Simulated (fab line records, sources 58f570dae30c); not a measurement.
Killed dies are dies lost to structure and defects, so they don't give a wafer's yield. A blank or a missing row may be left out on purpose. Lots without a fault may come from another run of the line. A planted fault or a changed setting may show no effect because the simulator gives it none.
Split-lot experiment | flow berkeley_cmos170 | 5 lots, 23 wafers read, on a route of 331 steps

THE SPLIT
At UCB170_CONTACT_CVD_01 (deposits PSG from SiH4/O2/PH3, target thk 700 nm, time 2820 s), the setting o2_flow_sccm was moved away from the recipe's 90 sccm on 15 of the 23 wafers read, by -13.2% to +11.7%. The other wafers ran this setting at the recipe's value.

The file shows no step between the split and the reading.

THE READING
CONTACT_PSG_THK, in nm, at UCB170_CONTACT_THK_MEAS_02. Fault-free wafers of this fab line usually give 701 nm, standard deviation 6.1 nm.

wafer  | tool, chamber at the split | o2_flow_sccm as run, sccm | against the recipe | CONTACT_PSG_THK, nm | against lot-mates on the recipe
L076.1 | -, -                       | 93.91                     | +4.3%              | 721                 | no lot-mate on the recipe
L076.2 | -, -                       | 93.91                     | +4.3%              | 718                 | no lot-mate on the recipe
L076.3 | -, -                       | 93.91                     | +4.3%              | 720                 | no lot-mate on the recipe
L076.4 | -, -                       | 93.91                     | +4.3%              | 723                 | no lot-mate on the recipe
L076.5 | -, -                       | 93.91                     | +4.3%              | 714                 | no lot-mate on the recipe
L075.2 | -, -                       | 90                        | recipe             | 692                 | -
L075.3 | -, -                       | 90                        | recipe             | 693                 | -
L075.4 | -, -                       | 90                        | recipe             | 691                 | -
L075.5 | -, -                       | 90                        | recipe             | 690                 | -
L075.6 | -, -                       | 90                        | recipe             | 687                 | -
L079.1 | -, -                       | 100.5                     | +11.7%             | 744                 | no lot-mate on the recipe
L079.3 | -, -                       | 100.5                     | +11.7%             | 745                 | no lot-mate on the recipe
L079.4 | -, -                       | 100.5                     | +11.7%             | 749                 | no lot-mate on the recipe
L079.5 | -, -                       | 100.5                     | +11.7%             | 744                 | no lot-mate on the recipe
L079.6 | -, -                       | 100.5                     | +11.7%             | 746                 | no lot-mate on the recipe
L082.1 | -, -                       | 78.11                     | -13.2%             | 654                 | no lot-mate on the recipe
L082.3 | -, -                       | 78.11                     | -13.2%             | 652                 | no lot-mate on the recipe
L082.4 | -, -                       | 78.11                     | -13.2%             | 652                 | no lot-mate on the recipe
L082.5 | -, -                       | 78.11                     | -13.2%             | 655                 | no lot-mate on the recipe
L082.6 | -, -                       | 78.11                     | -13.2%             | 654                 | no lot-mate on the recipe
L084.2 | lpcvd-01, 0                | 90                        | recipe             | 703                 | -
L084.5 | lpcvd-01, 0                | 90                        | recipe             | 696                 | -
L084.6 | lpcvd-01, 0                | 90                        | recipe             | 702                 | -

THE FIT
A straight line over all 23 wafers: CONTACT_PSG_THK changes by +3.74 nm for each +1% of o2_flow_sccm; r = +0.99; the points scatter about the line by 5.6 nm.
Too few moved wafers have a lot-mate on the recipe to fit a line with each lot's own level taken away.

THE WHOLE CHAIN: every reading that the file lists as answering this split, in the file's order
step                       | what it does                                                               | reading                                                                       | change (the file's fit)              | r (the file's)
UCB170_CONTACT_CVD_01      | deposits PSG from SiH4/O2/PH3, target thk 700 nm, time 2820 s              | PSG_of_CONTACT_CVD_01.thk_nm (the simulator's own value, which no gauge read) | +3.76 nm for each +1% of the setting | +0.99
UCB170_CONTACT_THK_MEAS_02 |                                                                            | CONTACT_PSG_THK                                                               | +3.74 for each +1% of the setting    | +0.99
UCB170_CONTACT_ETCH_18     | etches PSG in CHF3/CF4/Ar, stops on TiSi2, target depth 840 nm, time 195 s | etch.depth_nm (the simulator's own value, which no gauge read)                | +3.76 nm for each +1% of the setting | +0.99
UCB170_CONTACT_ETCH_18     | etches PSG in CHF3/CF4/Ar, stops on TiSi2, target depth 840 nm, time 195 s | CONTACT.feature_depth_nm (the simulator's own value, which no gauge read)     | +3.76 nm for each +1% of the setting | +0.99

THE FILE'S OWN FIT
CONTACT_PSG_THK changes by +3.74 nm for each +1% of o2_flow_sccm, r = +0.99.
